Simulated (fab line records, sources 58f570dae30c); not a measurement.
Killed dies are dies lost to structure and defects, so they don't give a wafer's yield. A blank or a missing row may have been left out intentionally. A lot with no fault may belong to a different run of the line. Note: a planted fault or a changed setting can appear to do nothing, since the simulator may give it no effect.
What tool caused it? :: flow berkeley_cmos170 :: 21 wafers sampled from 7 lots at 1 step of a route of 331

== WHAT EACH GAUGE READ, for each wafer ==
UCB170_NWELL_THK_MEAS_05.
lot: L108
measured: day 2 23:41
on: film_metro-04
NWELL_NITRIDE_THK (nm): 222.5 222.6 222.2

lot: L111
measured: day 3 09:08
on: film_metro-01
NWELL_NITRIDE_THK (nm): 221.4 222.1 220.0

lot: L113
measured: day 4 00:24
on: film_metro-03
NWELL_NITRIDE_THK (nm): 220.0 220.4 219.9

lot: L116
measured: day 4 17:20
on: film_metro-03
NWELL_NITRIDE_THK (nm): 223.3 222.4 225.4

lot: L117
measured: day 5 00:22
on: film_metro-04
NWELL_NITRIDE_THK (nm): 224.1 225.7 225.2

lot: L124
measured: day 6 03:46
on: film_metro-04
NWELL_NITRIDE_THK (nm): 221.4 221.1 222.2

lot: L127
measured: day 6 17:38
on: film_metro-01
NWELL_NITRIDE_THK (nm): 223.3 223.3 221.4

== TOOL THAT RAN EACH LOT (tool first, then ch and the chambers of the sampled wafers, then the start) ==
There is no process step in the record ahead of these readings.

== THE ANSWER, worked out from the rows above alone ==
Rule: the lots themselves supply what counts as usual. The widest of any qualifying gaps counts: lots, ordered by their means at a reading, are off when they make up no more than a third of the lots, leave a main group of 4 or more, and stand apart from it by 3 or more times the standard deviation of that group's means. The tables above print the reading to a certain number of digits; a main group whose means all agree to those digits is not used. Also off: a lot with no number at a reading for which 4 or more lots have one. Any other lot the step has rows for is counted as sound.
None of the lots is off at any reading shown; this tells nothing.

== WHAT HAD BEEN PUT IN BY THE SIMULATOR ==
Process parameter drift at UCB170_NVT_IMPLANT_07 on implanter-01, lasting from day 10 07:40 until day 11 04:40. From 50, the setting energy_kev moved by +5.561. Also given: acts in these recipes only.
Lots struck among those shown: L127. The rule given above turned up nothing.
